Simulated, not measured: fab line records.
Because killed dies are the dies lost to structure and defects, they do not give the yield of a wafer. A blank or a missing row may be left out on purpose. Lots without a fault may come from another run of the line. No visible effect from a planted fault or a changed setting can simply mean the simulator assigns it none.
fab line records + flow berkeleyCmos170
[record]
- lots = 5
- wafers = 15
- lastDay = 12
route steps=331 shown GATE@127
lots untouched by any fault: they come from a run of this same line in which no faults occurred
startH: hours from the record's opening day to when the first of the lot's shown wafers began + waitH: hours since the lot's step before + " identical to the entry in the row above + L1.1+2: one row covering several wafers at once + - no value present, or no start provided + * or withheld: withheld + < > ~ a bound
route shown NAME@n: a module of which the file shows steps, and the number in the route of the first + usual: average and standard deviation across the fault-free wafers + same: alike in all rows + chamber/n: place in a boat + sites: the reading at each site + _std_site: the standard deviation of these + _edge_site: outer sites' mean less inner sites' + radiusMm: for every site, how far away it sits from the centre of the wafer + mask NAME#n: copy n + behind: tool/chamber where the wafer was last shaped + hold: why the lot was held/for how many hours/how that ended + device: names the non-switching transistor (n, p or np) + end of line: tests run on the same wafers once the route is complete + a step given without rows: its recipe and nothing more + killed: dies lost to structure and defects at the first sort, not the wafer's yield + map: dies across one wafer; x = killed, . = not, _ = none there
set.NAME: the setting that was run; set.NAME@STEP: the one run at that earlier step + model.NAME: the simulator's own value behind a step, which no gauge read
certain route steps with their lots: each step a table, each wafer a row
services: from which hour (startH, from the record's first day; less than 0 if before it) a tool's chamber was out of use, for how many hours, and why
[[steps]]
[step UCB170_GATE_OXIDATION_01]
[recipe]
- tempC = 850
- ambient = O2
- targetThkA = 66
- oxTimeS = 1800
[usual]
- spikeTcCentreC = 852.6/1.3
- zonePowerCentrePct = 40/3.6
| lot.wafer | tool       | chamber | startH | waitH | spikeTcCentreC | zonePowerCentrePct |
|-----------|------------|---------|--------|-------|----------------|--------------------|
| L074.1    | furnace-04 | 0       | 149.50 | 5.8   | 850.9          | 38                 |
| L074.3    | "          | 0       | "      | "     | 852.6          | 38                 |
| L074.4    | "          | 0       | "      | "     | 852.0          | 38                 |
| L078.1    | furnace-02 | 0       | 158.62 | 3.7   | 853.4          | 35                 |
| L078.3    | "          | 0       | "      | "     | 852.8          | 36                 |
| L078.5    | "          | 0       | "      | "     | 852.9          | 36                 |
| L079.1    | furnace-02 | 0       | 174.55 | 2.9   | 853.9          | 36                 |
| L079.3    | "          | 0       | "      | "     | 851.8          | 36                 |
| L079.6    | "          | 0       | "      | "     | 850.0          | 35                 |
| L086.1    | furnace-01 | 0       | 188.82 | 3.9   | 854.7          | 44                 |
| L086.5    | "          | 0       | "      | "     | 853.3          | 44                 |
| L086.6    | "          | 0       | "      | "     | 854.9          | 45                 |
| L096.3    | furnace-02 | 0       | 236.11 | 3.7   | 852.0          | 35                 |
| L096.4    | "          | 0       | "      | "     | 852.0          | 35                 |
| L096.5    | "          | 0       | "      | "     | 851.4          | 35                 |
[step UCB170_GATE_THK_MEAS_02]
[recipe]
- reads = SiO2_of_GATE_OXIDATION_01
[usual]
- GATE_OXIDE_THK = 6.61/0.14
| lot.wafer | tool         | chamber | startH | waitH | GATE_OXIDE_THK[nm] |
|-----------|--------------|---------|--------|-------|--------------------|
| L074.1    | filmMetro-04 | -       | 151.00 | 0.0   | 6.37               |
| L074.3    | "            | -       | "      | "     | 6.33               |
| L074.4    | "            | -       | "      | "     | 6.46               |
| L078.1    | filmMetro-01 | -       | 160.12 | 0.0   | 6.60               |
| L078.3    | "            | -       | "      | "     | 6.58               |
| L078.5    | "            | -       | "      | "     | 6.57               |
| L079.1    | filmMetro-02 | -       | 176.05 | 0.0   | 6.78               |
| L079.3    | "            | -       | "      | "     | 6.70               |
| L079.6    | "            | -       | "      | "     | 6.89               |
| L086.1    | filmMetro-01 | -       | 190.32 | 0.0   | 6.69               |
| L086.5    | "            | -       | "      | "     | 6.66               |
| L086.6    | "            | -       | "      | "     | 6.72               |
| L096.3    | filmMetro-04 | -       | 237.63 | 0.0   | 6.76               |
| L096.4    | "            | -       | "      | "     | 6.78               |
| L096.5    | "            | -       | "      | "     | 6.78               |
[step UCB170_GATE_ANNEAL_03]
[recipe]
- tempC = 900
- timeS = 1800
- ambient = N2
[usual]
- spikeTcCentreC = 902.3/1.5
- zonePowerCentrePct = 43/3.4
| lot.wafer | tool       | chamber | startH | waitH | spikeTcCentreC | zonePowerCentrePct |
|-----------|------------|---------|--------|-------|----------------|--------------------|
| L074.1    | furnace-04 | 0       | 156.58 | 5.6   | 901.6          | 41                 |
| L074.3    | "          | 0       | "      | "     | 900.9          | 41                 |
| L074.4    | "          | 0       | "      | "     | 902.5          | 41                 |
| L078.1    | furnace-02 | 0       | 162.87 | 2.7   | 902.6          | 38                 |
| L078.3    | "          | 0       | "      | "     | 902.5          | 38                 |
| L078.5    | "          | 0       | "      | "     | 902.1          | 38                 |
| L079.1    | furnace-04 | 0       | 180.60 | 4.5   | 901.4          | 41                 |
| L079.3    | "          | 0       | "      | "     | 902.7          | 40                 |
| L079.6    | "          | 0       | "      | "     | 901.9          | 41                 |
| L086.1    | furnace-04 | 0       | 194.36 | 4.0   | 900.8          | 40                 |
| L086.5    | "          | 0       | "      | "     | 900.8          | 41                 |
| L086.6    | "          | 0       | "      | "     | 902.1          | 41                 |
| L096.3    | furnace-01 | 0       | 242.57 | 4.9   | 903.9          | 47                 |
| L096.4    | "          | 0       | "      | "     | 902.9          | 47                 |
| L096.5    | "          | 0       | "      | "     | 904.0          | 47                 |
[step UCB170_GATE_CVD_04]
[recipe]
- material = poly-Si
- tempC = 610
- precursor = SiH4
- timeS = 1440
- pressureMtorr = 375
- targetThkNm = 214
- sih4FlowSccm = 120
[usual]
- spikeTcCentreC = 612.6/1.1
- zonePowerCentrePct = 28.7/1.1
| lot.wafer | tool     | chamber | startH | waitH | spikeTcCentreC | zonePowerCentrePct |
|-----------|----------|---------|--------|-------|----------------|--------------------|
| L074.1    | lpcvd-01 | 1       | 158.08 | 0.0   | 612.2          | 28.3               |
| L074.3    | "        | 1       | "      | "     | 613.7          | 28.7               |
| L074.4    | "        | 1       | "      | "     | 614.0          | 27.9               |
| L078.1    | lpcvd-01 | 1       | 164.37 | 0.0   | 614.1          | 28.3               |
| L078.3    | "        | 1       | "      | "     | 611.9          | 27.9               |
| L078.5    | "        | 1       | "      | "     | 613.3          | 27.9               |
| L079.1    | lpcvd-02 | 0       | 182.10 | 0.0   | 614.1          | 30.7               |
| L079.3    | "        | 0       | "      | "     | 613.0          | 30.2               |
| L079.6    | "        | 0       | "      | "     | 615.7          | 30.2               |
| L086.1    | lpcvd-01 | 0       | 195.86 | 0.0   | 612.6          | 29.4               |
| L086.5    | "        | 0       | "      | "     | 610.6          | 29.8               |
| L086.6    | "        | 0       | "      | "     | 614.1          | 29.8               |
| L096.3    | lpcvd-01 | 1       | 245.59 | 1.5   | 611.2          | 27.9               |
| L096.4    | "        | 1       | "      | "     | 613.3          | 27.6               |
| L096.5    | "        | 1       | "      | "     | 612.8          | 27.9               |
[step UCB170_GATE_THK_MEAS_05]
[recipe]
- reads = poly-Si_of_GATE_CVD_04
[usual]
- GATE_POLY_THK = 214.0/2.5
| lot.wafer | tool         | chamber | startH | waitH | GATE_POLY_THK[nm] |
|-----------|--------------|---------|--------|-------|-------------------|
| L074.1    | filmMetro-04 | -       | 159.54 | 0.1   | 214.7             |
| L074.3    | "            | -       | "      | "     | 213.5             |
| L074.4    | "            | -       | "      | "     | 213.6             |
| L078.1    | filmMetro-01 | -       | 165.77 | 0.0   | 213.4             |
| L078.3    | "            | -       | "      | "     | 214.1             |
| L078.5    | "            | -       | "      | "     | 211.6             |
| L079.1    | filmMetro-02 | -       | 184.20 | 0.0   | 212.0             |
| L079.3    | "            | -       | "      | "     | 212.3             |
| L079.6    | "            | -       | "      | "     | 208.9             |
| L086.1    | filmMetro-02 | -       | 197.26 | 0.0   | 216.1             |
| L086.5    | "            | -       | "      | "     | 217.1             |
| L086.6    | "            | -       | "      | "     | 215.9             |
| L096.3    | filmMetro-02 | -       | 247.01 | 0.0   | 212.0             |
| L096.4    | "            | -       | "      | "     | 211.5             |
| L096.5    | "            | -       | "      | "     | 212.2             |
[step UCB170_GATE_COAT_06]
[recipe]
- resist = BARC
- tempC = withheld
- timeS = withheld
- spinRpm = 3000
- resistThkNm = withheld
| lot.wafer  | tool          | chamber | startH | waitH |
|------------|---------------|---------|--------|-------|
| L074.1+3+4 | lithoTrack-02 | 0       | 159.99 | 0.4   |
| L078.1+3+5 | lithoTrack-03 | 0       | 165.99 | 0.2   |
| L079.1+3+6 | lithoTrack-04 | 0       | 184.47 | 0.3   |
| L086.1+5+6 | lithoTrack-04 | 0       | 197.42 | 0.1   |
| L096.3+4+5 | lithoTrack-03 | 0       | 247.16 | 0.1   |
[step UCB170_GATE_COAT_07]
[recipe]
- resist = KrF
- spinRpm = 1500
- resistThkNm = 900
| lot.wafer  | tool          | chamber | startH | waitH |
|------------|---------------|---------|--------|-------|
| L074.1+3+4 | lithoTrack-02 | 0       | -      | -     |
| L078.1+3+5 | lithoTrack-03 | 0       | -      | -     |
| L079.1+3+6 | lithoTrack-04 | 0       | -      | -     |
| L086.1+5+6 | lithoTrack-04 | 0       | -      | -     |
| L096.3+4+5 | lithoTrack-03 | 0       | -      | -     |
[step UCB170_GATE_SOFTBAKE_08]
[recipe]
- resist = KrF
- tempC = 130
- timeS = 60
| lot.wafer  | tool          | chamber | startH | waitH |
|------------|---------------|---------|--------|-------|
| L074.1+3+4 | lithoTrack-02 | 0       | -      | -     |
| L078.1+3+5 | lithoTrack-03 | 0       | -      | -     |
| L079.1+3+6 | lithoTrack-04 | 0       | -      | -     |
| L086.1+5+6 | lithoTrack-04 | 0       | -      | -     |
| L096.3+4+5 | lithoTrack-03 | 0       | -      | -     |
[step UCB170_GATE_EXPOSE_09]
[recipe]
- maskId = POLY
- targetCdNm = 350
- na = 0.5
- sigmaOuter = 0.6
- sourceShape = conventional
- doseMj = 21
| lot.wafer  | tool          | chamber | startH | waitH | mask   |
|------------|---------------|---------|--------|-------|--------|
| L074.1+3+4 | krfScanner-02 | 0       | 160.65 | -     | POLY#0 |
| L078.1+3+5 | krfScanner-01 | 0       | 166.56 | -     | POLY#0 |
| L079.1+3+6 | krfScanner-01 | 0       | 185.19 | -     | POLY#0 |
| L086.1+5+6 | krfScanner-02 | 0       | 197.99 | -     | POLY#0 |
| L096.3+4+5 | krfScanner-01 | 0       | 247.83 | -     | POLY#0 |
[step UCB170_GATE_PEB_10]
[recipe]
- pebTempC = 130
- pebTimeS = withheld
- resist = KrF
| lot.wafer  | tool          | chamber | startH | waitH |
|------------|---------------|---------|--------|-------|
| L074.1+3+4 | lithoTrack-04 | 0       | 160.76 | 0.1   |
| L078.1+3+5 | lithoTrack-02 | 0       | 166.88 | 0.3   |
| L079.1+3+6 | lithoTrack-03 | 0       | 185.34 | 0.1   |
| L086.1+5+6 | lithoTrack-02 | 0       | 198.65 | 0.6   |
| L096.3+4+5 | lithoTrack-03 | 0       | 248.06 | 0.2   |
[step UCB170_GATE_DEVELOP_11]
[recipe]
- developer = TMAH
- developTimeS = 45
- resist = KrF
- devTempC = 21
| lot.wafer  | tool          | chamber | startH | waitH |
|------------|---------------|---------|--------|-------|
| L074.1+3+4 | lithoTrack-04 | 0       | -      | -     |
| L078.1+3+5 | lithoTrack-02 | 0       | -      | -     |
| L079.1+3+6 | lithoTrack-03 | 0       | -      | -     |
| L086.1+5+6 | lithoTrack-02 | 0       | -      | -     |
| L096.3+4+5 | lithoTrack-03 | 0       | -      | -     |
[step UCB170_GATE_CD_MEAS_12]
[recipe]
- targetCdNm = 350
[usual]
- cdNm = 349.9/1.5
| lot.wafer | tool     | chamber | startH | waitH | cdNm  |
|-----------|----------|---------|--------|-------|-------|
| L074.1    | cdSem-01 | -       | 161.04 | -     | 350.7 |
| L074.3    | "        | -       | "      | "     | 350.5 |
| L074.4    | "        | -       | "      | "     | 349.9 |
| L078.1    | cdSem-02 | -       | 167.16 | -     | 351.4 |
| L078.3    | "        | -       | "      | "     | 350.0 |
| L078.5    | "        | -       | "      | "     | 351.3 |
| L079.1    | cdSem-02 | -       | 185.70 | -     | 349.5 |
| L079.3    | "        | -       | "      | "     | 349.0 |
| L079.6    | "        | -       | "      | "     | 350.7 |
| L086.1    | cdSem-02 | -       | 198.93 | -     | 351.2 |
| L086.5    | "        | -       | "      | "     | 351.7 |
| L086.6    | "        | -       | "      | "     | 350.9 |
| L096.3    | cdSem-01 | -       | 248.33 | -     | 352.5 |
| L096.4    | "        | -       | "      | "     | 352.2 |
| L096.5    | "        | -       | "      | "     | 351.3 |
[step UCB170_GATE_OVL_MEAS_13]
[usual]
- GATE_OVL = 2/5.1
| lot.wafer | tool       | chamber | startH | waitH | GATE_OVL[nm] |
|-----------|------------|---------|--------|-------|--------------|
| L074.1    | overlay-01 | -       | 161.16 | 0.1   | 2            |
| L074.3    | "          | -       | "      | "     | 9            |
| L074.4    | "          | -       | "      | "     | 6            |
| L078.1    | overlay-01 | -       | 167.28 | 0.1   | 8            |
| L078.3    | "          | -       | "      | "     | 1            |
| L078.5    | "          | -       | "      | "     | 1            |
| L079.1    | overlay-01 | -       | 185.82 | 0.1   | 5            |
| L079.3    | "          | -       | "      | "     | 11           |
| L079.6    | "          | -       | "      | "     | 6            |
| L086.1    | overlay-01 | -       | 199.05 | 0.1   | 3            |
| L086.5    | "          | -       | "      | "     | 5            |
| L086.6    | "          | -       | "      | "     | 0            |
| L096.3    | overlay-02 | -       | 248.42 | 0.1   | 8            |
| L096.4    | "          | -       | "      | "     | 8            |
| L096.5    | "          | -       | "      | "     | 5            |
[step UCB170_GATE_ETCH_14]
[recipe]
- chemistry = N2/H2
- targetDepthA = withheld
- overetchA = withheld
- target = BARC
- timeS = withheld
- sourceW = 500
- biasW = 100
- pressureMtorr = 30
- n2FlowSccm = 100
- h2FlowSccm = 200
[usual]
- drypumpMotorCurrentA = 5.8/0.52
- oesProductAu = 1.000/0.027
- throttleValvePct = 13.34/0.24
| lot.wafer | tool       | chamber | startH | waitH | drypumpMotorCurrentA | oesProductAu | throttleValvePct |
|-----------|------------|---------|--------|-------|----------------------|--------------|------------------|
| L074.1    | rieDiel-02 | 1       | 161.19 | 0.0   | 5.6                  | 0.974        | 13.10            |
| L074.3    | "          | 3       | "      | "     | 6.3                  | 0.991        | 12.72            |
| L074.4    | "          | 1       | "      | "     | 5.6                  | 0.979        | 13.11            |
| L078.1    | rieDiel-01 | 2       | 167.31 | 0.0   | 5.7                  | 0.971        | 13.57            |
| L078.3    | "          | 0       | "      | "     | 6.3                  | 1.028        | 13.42            |
| L078.5    | "          | 0       | "      | "     | 6.3                  | 1.023        | 13.40            |
| L079.1    | rieDiel-03 | 0       | 185.86 | 0.0   | 6.2                  | 1.002        | 13.39            |
| L079.3    | "          | 3       | "      | "     | 5.0                  | 1.005        | 13.68            |
| L079.6    | "          | 0       | "      | "     | 6.2                  | 1.000        | 13.39            |
| L086.1    | rieDiel-03 | 2       | 199.08 | 0.0   | 5.5                  | 1.000        | 13.46            |
| L086.5    | "          | 0       | "      | "     | 6.2                  | 0.998        | 13.39            |
| L086.6    | "          | 1       | "      | "     | 5.7                  | 0.999        | 13.08            |
| L096.3    | rieDiel-02 | 0       | 248.44 | 0.0   | 5.1                  | 0.962        | 13.56            |
| L096.4    | "          | 1       | "      | "     | 5.6                  | 0.974        | 13.11            |
| L096.5    | "          | 0       | "      | "     | 5.0                  | 0.962        | 13.55            |
[[services]]
| tool          | chamber | startH | hours | kind          |
|---------------|---------|--------|-------|---------------|
| krfScanner-01 | -       | 133.80 | 2.3   | repair        |
| rieDiel-02    | 2       | 135.53 | 74.5  | repair        |
| furnace-01    | -       | 146.16 | 3.2   | pm            |
| krfScanner-01 | -       | 147.72 | 1.0   | pm            |
| krfScanner-01 | -       | 150.04 | 3.6   | pm            |
| krfScanner-01 | -       | 161.08 | 2.3   | repair        |
| krfScanner-02 | -       | 164.30 | 0.5   | repair        |
| rieDiel-03    | 3       | 169.51 | 9.2   | repair        |
| krfScanner-02 | -       | 170.01 | 1.0   | pm            |
| furnace-04    | -       | 191.32 | 3.0   | pm            |
| krfScanner-02 | -       | 192.92 | 3.6   | pm            |
| krfScanner-01 | -       | 196.47 | 0.8   | pm            |
| rieDiel-03    | 0       | 207.36 | -     | clean         |
| rieDiel-03    | 0       | 207.36 | 25.1  | scheduledDown |
| rieDiel-03    | 0       | 207.36 | 25.1  | ventCycle     |
| furnace-02    | -       | 213.20 | 3.2   | pm            |
| rieDiel-02    | 3       | 224.27 | 23.5  | repair        |
| krfScanner-02 | -       | 224.59 | 1.9   | repair        |
| furnace-04    | -       | 226.99 | 4.3   | repair        |
| lpcvd-01      | -       | 231.58 | 0.6   | repair        |
| rieDiel-01    | -       | 233.71 | 0.8   | repair        |
| rieDiel-03    | 1       | 240.39 | 8.1   | repair        |
| krfScanner-02 | -       | 245.51 | 1.2   | repair        |
[[key]]
fault none
